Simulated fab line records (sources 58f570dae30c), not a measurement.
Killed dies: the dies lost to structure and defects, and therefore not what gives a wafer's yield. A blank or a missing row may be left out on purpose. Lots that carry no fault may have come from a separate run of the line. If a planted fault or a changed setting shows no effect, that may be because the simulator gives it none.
Chamber matching | flow berkeley cmos170 | UCB170_V2_CMP_02 on cmp-02: 4 sister chambers
The step polishes SiO2. 14 wafers are shown with their chamber, then 7 later ones without.

== EACH WAFER AND ITS CHAMBER ==
wafer  | chamber | motor current A (A) | edge zone pressure frac | head pressure psi (psi)
L411.2 | 3       | 14.8                | 0.998                   | 5.999
L411.3 | 0       | 14.4                | 1.000                   | 5.993
L411.6 | 2       | 14.7                | 0.990                   | 6.020
L412.1 | 2       | 16.6                | 0.998                   | 5.975
L412.4 | 1       | 15.7                | 1.001                   | 5.971
L412.5 | 1       | 15.9                | 1.001                   | 5.971
L414.1 | 2       | 15.1                | 1.005                   | 6.016
L414.2 | 1       | 15.5                | 1.001                   | 5.995
L414.5 | 0       | 15.4                | 0.999                   | 5.996
L424.1 | 2       | 15.8                | 1.013                   | 6.014
L424.2 | 0       | 14.8                | 0.998                   | 5.998
L424.3 | 1       | 15.7                | 1.004                   | 6.002
L426.1 | 3       | 14.6                | 0.996                   | 6.008
L426.2 | 1       | 15.7                | 1.003                   | 6.009

SIGNATURES (means of the wafers above)
reading                 | chamber 0 | chamber 1 | chamber 2 | chamber 3 | scatter within a chamber
motor current A         | 14.867    | 15.700    | 15.550    | 14.700    | 0.519
edge zone pressure frac | 0.99900   | 1.00200   | 1.00150   | 0.99700   | 0.00549
head pressure psi       | 5.99567   | 5.98960   | 6.00625   | 6.00350   | 0.0162
Rule: for each reading, subtract the chamber's mean from the wafer's reading, divide by that reading's scatter and square the result; add these up over the readings and take the root, which gives the wafer's distance from the chamber. The wafer belongs to the nearest chamber; if the next one is less than 2 further off, it can't be placed. The scatter is the square root of a quotient: the sum, over the shown wafers, of each reading's squared deviation from its chamber's mean, divided by wafers minus chambers.

== WAFERS WHOSE CHAMBER IS MISSING ==
wafer  | motor current A (A) | edge zone pressure frac | head pressure psi (psi)
L426.3 | 14.9                | 0.996                   | 5.999
L427.1 | 14.8                | 1.009                   | 5.999
L427.2 | 15.3                | 0.991                   | 5.996
L427.4 | 14.7                | 0.999                   | 6.005
L434.2 | 15.4                | 1.002                   | 5.992
L434.3 | 14.1                | 0.995                   | 5.997
L434.6 | 15.6                | 0.992                   | 6.014

== WHICH CHAMBER EACH WENT THROUGH ==
wafer  | from the rows above               | in truth
L426.3 | can't be placed: 3 or 0 or 2 or 1 | 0
L427.1 | can't be placed: 0 or 2 or 3 or 1 | 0
L427.2 | can't be placed: 3 or 0 or 2 or 1 | 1
L427.4 | can't be placed: 3 or 0 or 2 or 1 | 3
L434.2 | can't be placed: 1 or 2 or 0 or 3 | 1
L434.3 | can't be placed: 3 or 0 or 2      | 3
L434.6 | can't be placed: 2 or 3 or 0 or 1 | 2
Correct placement for 0 of the 7. Unplaceable from these rows: 7, with the true chamber sitting among the candidates in 7. Placed wrongly: 0.
